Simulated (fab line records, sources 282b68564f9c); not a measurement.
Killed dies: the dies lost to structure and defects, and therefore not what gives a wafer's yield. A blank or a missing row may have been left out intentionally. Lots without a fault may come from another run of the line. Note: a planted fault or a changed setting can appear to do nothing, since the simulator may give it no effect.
Which tool is to blame? :: flow ritCmos :: 21 wafers from 7 lots sampled at 2 of the route's 202 steps

## WHAT THE GAUGES SHOWED, per wafer
RIT_FOX2_THK_MEAS_01.
lot: L681
measured: day 1 23:27
on: filmMetro-03
FOX2_OXIDE_THK (nm): 360 350 355

lot: L687
measured: day 3 05:22
on: filmMetro-02
FOX2_OXIDE_THK (nm): 352 352 356

lot: L692
measured: day 4 06:24
on: filmMetro-02
FOX2_OXIDE_THK (nm): 287 279 283

lot: L694
measured: day 4 16:26
on: filmMetro-03
FOX2_OXIDE_THK (nm): 352 353 352

lot: L697
measured: day 5 08:24
on: filmMetro-03
FOX2_OXIDE_THK (nm): 364 364 363

lot: L700
measured: day 5 23:02
on: filmMetro-03
FOX2_OXIDE_THK (nm): 361 360 358

lot: L703
measured: day 6 13:41
on: filmMetro-02
FOX2_OXIDE_THK (nm): 352 358 349

## TOOL THAT RAN EACH LOT (tool first, then ch and the chambers of the sampled wafers, then the start)
lot: L681
RIT_FOX2_OXIDATION_00: furnace-01 ch 0, day 1 22:08

lot: L687
RIT_FOX2_OXIDATION_00: furnace-02 ch 0, day 3 04:03

lot: L692
RIT_FOX2_OXIDATION_00: furnace-04 ch 0, day 4 05:03

lot: L694
RIT_FOX2_OXIDATION_00: furnace-01 ch 0, day 4 15:07

lot: L697
RIT_FOX2_OXIDATION_00: furnace-01 ch 0, day 5 07:05

lot: L700
RIT_FOX2_OXIDATION_00: furnace-02 ch 0, day 5 21:44

lot: L703
RIT_FOX2_OXIDATION_00: furnace-01 ch 0, day 6 12:22
- RIT_FOX2_OXIDATION_00: target thk 350.7 nm, ox time 1130 s.

## THE ANSWER, worked out from the rows above alone
Rule: the lots themselves supply what counts as usual. The widest of any qualifying gaps counts: lots, ordered by their means at a reading, are off when they make up no more than a third of the lots, leave a main group of 4 or more, and stand apart from it by 3 or more times the standard deviation of that group's means. A main group is skipped when, at the precision printed for the reading in the tables above, its means are all equal. Also off: a lot with no number at a reading for which 4 or more lots have one. All remaining lots with rows at the step are treated as sound.
Off: L692, at RIT_FOX2_THK_MEAS_01 (FOX2_OXIDE_THK). Main group: mean 356 nm, sd 4.1.
A tool fits if, at a process step before that reading, it ran every lot that is off, and no sound lot after the first of them. The gauges at RIT_FOX2_THK_MEAS_01 are tried like those tools. One fits: RIT_FOX2_OXIDATION_00 on furnace-04. It ran no sound lot before its first lot that is off in this sample, so the start can't be narrowed down.

## WHAT THE SIMULATOR HAD PUT IN
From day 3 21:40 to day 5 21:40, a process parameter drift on furnace-04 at RIT_FOX2_OXIDATION_00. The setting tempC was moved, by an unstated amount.
Lots struck among those shown: L692. The rule given above showed the same thing.
